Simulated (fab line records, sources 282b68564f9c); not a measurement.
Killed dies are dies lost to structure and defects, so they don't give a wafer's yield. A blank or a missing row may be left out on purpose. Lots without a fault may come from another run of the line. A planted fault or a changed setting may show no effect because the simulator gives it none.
A struck lot beside a sound one | flow rit_cmos | 17 steps out of a route of 202
Sound: wafers L924.1, L924.3, L924.4. Struck: wafers L934.1, L934.2, L934.6. The cause comes at the end.
At each step with rows: each side's tool, then ch and its chambers, then its first start. Under that, the readings that differ: sound wafers | struck wafers | difference of the means | sigmas: that difference in standard deviations of wafers without a fault.
alike: readings whose means differ by less than 2 such deviations, and words and numbers that are the same on both sides. not compared: withheld readings, readings that some wafer has no value for, bounds like >300 that may hide the same value, and numbers for which the record gives no deviation and whose values overlap.
The two part at a step that has a row with sigmas, a row that says differs or no value, or rows on one side only. Numbers that don't overlap but have no deviation are shown without sigmas and don't part them. A reading that every wafer of one side lacks parts them only if that side has two wafers or more.

RIT_PWELL_TW_MEAS_10:
  sound on film_metro-04, day 3 04:25; struck on film_metro-04, day 5 08:01
  reading  | sound       | struck      | difference | sigmas
  PWELL_TW | 954 956 951 | 942 941 940 | -13        | -2
then, 1 step without rows for these wafers: RIT_WELLDRIVE_ANNEAL_00 (time 14700 s).
RIT_WELLDRIVE_RS_MEAS_01: measures by four-point-probe.
  sound on film_metro-02, day 3 09:34; struck on film_metro-02, day 5 13:10
  alike: NWELL_RS
RIT_WELLDRIVE_RS_MEAS_02: measures by four-point-probe.
  sound on film_metro-02, day 3 09:41; struck on film_metro-02, day 5 13:17
  alike: PWELL_RS
then, 6 steps without rows for these wafers: RIT_NRETRO_HMDS_00 (prime time 60 s); RIT_NRETRO_COAT_01 (resist thk 1300 nm); RIT_NRETRO_SOFTBAKE_02 (time 60 s); RIT_NRETRO_EXPOSE_03 (exposes mask M4, target cd 43900 nm); RIT_NRETRO_PEB_04; RIT_NRETRO_DEVELOP_05 (develop time 68 s).
RIT_NRETRO_OVL_MEAS_06:
  sound on overlay-01, day 3 10:41; struck on overlay-02, day 5 14:25
  alike: NRETRO_OVL
then, 1 step without rows for these wafers: RIT_NRETRO_HARDBAKE_07 (time 120 s).
RIT_NRETRO_IMPLANT_08:
  sound on implanter-02 ch 0, day 3 10:58; struck on implanter-04 ch 0, day 5 15:16
RIT_NRETRO_STRIP_09: strips in O2, time 180 s.
  sound on plasma_asher-02 ch 0,1, day 3 11:07; struck on plasma_asher-03 ch 0,1, day 5 15:25
  reading                     | sound       | struck      | difference | sigmas
  drypump_motor_current_A (A) | 5.2 5.2 5.2 | 5.7 6.6 6.5 | +1.1       | +2
  alike: chamber_pressure_mTorr
  not compared: rf_hours_counter_h
RIT_NRETRO_TW_MEAS_10:
  sound on film_metro-01, day 3 11:17; struck on film_metro-02, day 5 15:35
  reading   | sound          | struck         | difference | sigmas
  NRETRO_TW | 1041 1041 1042 | 1322 1313 1317 | +276       | +43
then, 1 step without rows for these wafers: RIT_PRETRO_HMDS_00 (prime time 60 s).
RIT_M1_PROBE_99:
  sound on prober-01, day 4 13:56; struck on prober-01, day 6 22:17
  alike: killed_at_front_end, killed_dies, killed_open, killed_short

WHERE THEY PART
First at RIT_PWELL_TW_MEAS_10; last, within this record, at RIT_NRETRO_TW_MEAS_10. Later steps at which nothing parts them and some readings are alike: RIT_M1_PROBE_99.

WHY: what the simulator had put in
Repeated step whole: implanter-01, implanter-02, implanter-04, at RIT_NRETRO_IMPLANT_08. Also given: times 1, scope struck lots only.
